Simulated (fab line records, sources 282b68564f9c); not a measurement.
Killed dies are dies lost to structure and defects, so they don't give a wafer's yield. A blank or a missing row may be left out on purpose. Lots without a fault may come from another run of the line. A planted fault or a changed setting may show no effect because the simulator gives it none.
A struck lot beside a sound one | flow rit_cmos | 43 steps out of a route of 202
Sound: wafers L507.4, L507.5, L507.6. Struck: wafers L522.1, L522.3, L522.6. The cause comes at the end.
At each step with rows: each side's tool, then ch and its chambers, then its first start. Under that, the readings that differ: sound wafers | struck wafers | difference of the means | sigmas: that difference in standard deviations of wafers without a fault.
alike: readings whose means differ by less than 2 such deviations, and words and numbers that are the same on both sides. not compared: withheld readings, readings that some wafer has no value for, bounds like >300 that may hide the same value, and numbers for which the record gives no deviation and whose values overlap.
The two part at a step that has a row with sigmas, a row that says differs or no value, or rows on one side only. Numbers that don't overlap but have no deviation are shown without sigmas and don't part them. A reading that every wafer of one side lacks parts them only if that side has two wafers or more.

RIT_ACTIVE_ETCH_13: etches Si3N4 in SF6, stops on SiO2, time 210 s, target depth 210 nm.
  sound on rie_diel-01 ch 1,2,3, day 2 20:50; struck on rie_diel-04 ch 0,2,3, day 6 01:08
  alike: drypump_motor_current_A, oes_product_au, throttle_valve_pct
  not compared: rf_hours_counter_h
RIT_ACTIVE_STRIP_14: strips in O2, time 180 s.
  sound on plasma_asher-01 ch 0,1, day 2 21:02; struck on plasma_asher-04 ch 0,1, day 6 01:16
  alike: drypump_motor_current_A
  not compared: rf_hours_counter_h
RIT_ACTIVE_CD_MEAS_90: target cd 1400 nm.
  sound on cd_sem-02, day 2 21:13; struck on cd_sem-02, day 6 01:27
  alike: cd_nm
then, 4 steps without rows for these wafers: RIT_ACTIVE_CLEAN_15 (cleans in SC1, time 600 s); RIT_ACTIVE_CLEAN_16 (cleans in dHF, time 30 s); RIT_ACTIVE_CLEAN_17 (cleans in SC2, time 600 s); RIT_FOX1_OXIDATION_00 (target thk 350.7 nm, ox time 1130 s).
RIT_FOX1_THK_MEAS_01:
  sound on film_metro-01, day 2 23:10; struck on film_metro-04, day 6 05:13
  alike: FOX1_OXIDE_THK
then, 2 steps without rows for these wafers: RIT_FOX1_WET_ETCH_02 (etches SiO2 in BOE, target depth 350 nm, time 390 s); RIT_FOX2_OXIDATION_00 (target thk 350.7 nm, ox time 1130 s).
RIT_FOX2_THK_MEAS_01:
  sound on film_metro-02, day 3 01:29; struck on film_metro-01, day 6 08:08
  alike: FOX2_OXIDE_THK
then, 1 step without rows for these wafers: RIT_FOX2_CLEAN_02 (cleans in dHF, time 180 s).
RIT_FOX2_WET_ETCH_03: etches Si3N4 in H3PO4, target depth 195 nm, time 2700 s.
  sound on wet_bench-04 ch 2, day 3 01:35; struck on wet_bench-04 ch 2, day 6 08:16
RIT_FOX2_THK_MEAS_90:
  sound on film_metro-03, day 3 02:22; struck on film_metro-03, day 6 09:01
  alike: FIELD_OXIDE_LEFT_1_THK
then, 6 steps without rows for these wafers: RIT_NWELL_HMDS_00 (prime time 60 s); RIT_NWELL_COAT_01 (resist thk 1300 nm); RIT_NWELL_SOFTBAKE_02 (time 60 s); RIT_NWELL_EXPOSE_03 (exposes mask M2, target cd 43900 nm); RIT_NWELL_PEB_04; RIT_NWELL_DEVELOP_05 (develop time 68 s).
RIT_NWELL_OVL_MEAS_06:
  sound on overlay-02, day 3 03:22; struck on overlay-02, day 6 10:15
  alike: NWELL_OVL
then, 2 steps without rows for these wafers: RIT_NWELL_HARDBAKE_07 (time 120 s); RIT_NWELL_IMPLANT_08.
RIT_NWELL_STRIP_09: strips in O2, time 180 s.
  sound on plasma_asher-03 ch 0,1, day 3 03:50; struck on plasma_asher-01 ch 0,1, day 6 10:41
  alike: drypump_motor_current_A
  not compared: rf_hours_counter_h
RIT_NWELL_TW_MEAS_10:
  sound on film_metro-02, day 3 03:59; struck on film_metro-04, day 6 10:52
  alike: NWELL_TW
then, 6 steps without rows for these wafers: RIT_PWELL_HMDS_00 (prime time 60 s); RIT_PWELL_COAT_01 (resist thk 1300 nm); RIT_PWELL_SOFTBAKE_02 (time 60 s); RIT_PWELL_EXPOSE_03 (exposes mask M3, target cd 43700 nm); RIT_PWELL_PEB_04; RIT_PWELL_DEVELOP_05 (develop time 70.64 s).
RIT_PWELL_OVL_MEAS_06:
  sound on overlay-01, day 3 05:02; struck on overlay-01, day 6 11:48
  alike: PWELL_OVL
then, 2 steps without rows for these wafers: RIT_PWELL_HARDBAKE_07 (time 120 s); RIT_PWELL_IMPLANT_08.
RIT_PWELL_STRIP_09: strips in O2, time 180 s.
  sound on plasma_asher-01 ch 0,1, day 3 05:31; struck on plasma_asher-01 ch 1, day 6 12:14
  alike: drypump_motor_current_A
  not compared: rf_hours_counter_h
RIT_PWELL_TW_MEAS_10:
  sound on film_metro-02, day 3 05:40; struck on film_metro-02, day 6 12:25
  alike: PWELL_TW
then, 1 step without rows for these wafers: RIT_WELLDRIVE_ANNEAL_00 (time 14700 s).
RIT_WELLDRIVE_RS_MEAS_01: measures by four-point-probe.
  sound on film_metro-02, day 3 10:50; struck on film_metro-03, day 6 18:18
  alike: NWELL_RS
RIT_WELLDRIVE_RS_MEAS_02: measures by four-point-probe.
  sound on film_metro-02, day 3 10:58; struck on film_metro-03, day 6 18:25
  alike: PWELL_RS
then, 3 steps without rows for these wafers: RIT_NRETRO_HMDS_00 (prime time 60 s); RIT_NRETRO_COAT_01 (resist thk 1300 nm); RIT_NRETRO_SOFTBAKE_02 (time 60 s).
RIT_M1_PROBE_99:
  sound on prober-02, day 4 15:24; struck on prober-02, day 7 22:32
  reading             | sound | struck   | difference | sigmas
  killed_at_front_end | 4 6 6 | 26 28 31 | +23        | +8
  killed_dies         | 4 6 6 | 26 28 31 | +23        | +8
  killed_on_rim       | 1 0 0 | 11 7 8   | +8         | +6
  alike: killed_at_contacts, killed_open, killed_short

WHERE THEY PART
Only at RIT_M1_PROBE_99, within this record.

WHY: what the simulator had put in
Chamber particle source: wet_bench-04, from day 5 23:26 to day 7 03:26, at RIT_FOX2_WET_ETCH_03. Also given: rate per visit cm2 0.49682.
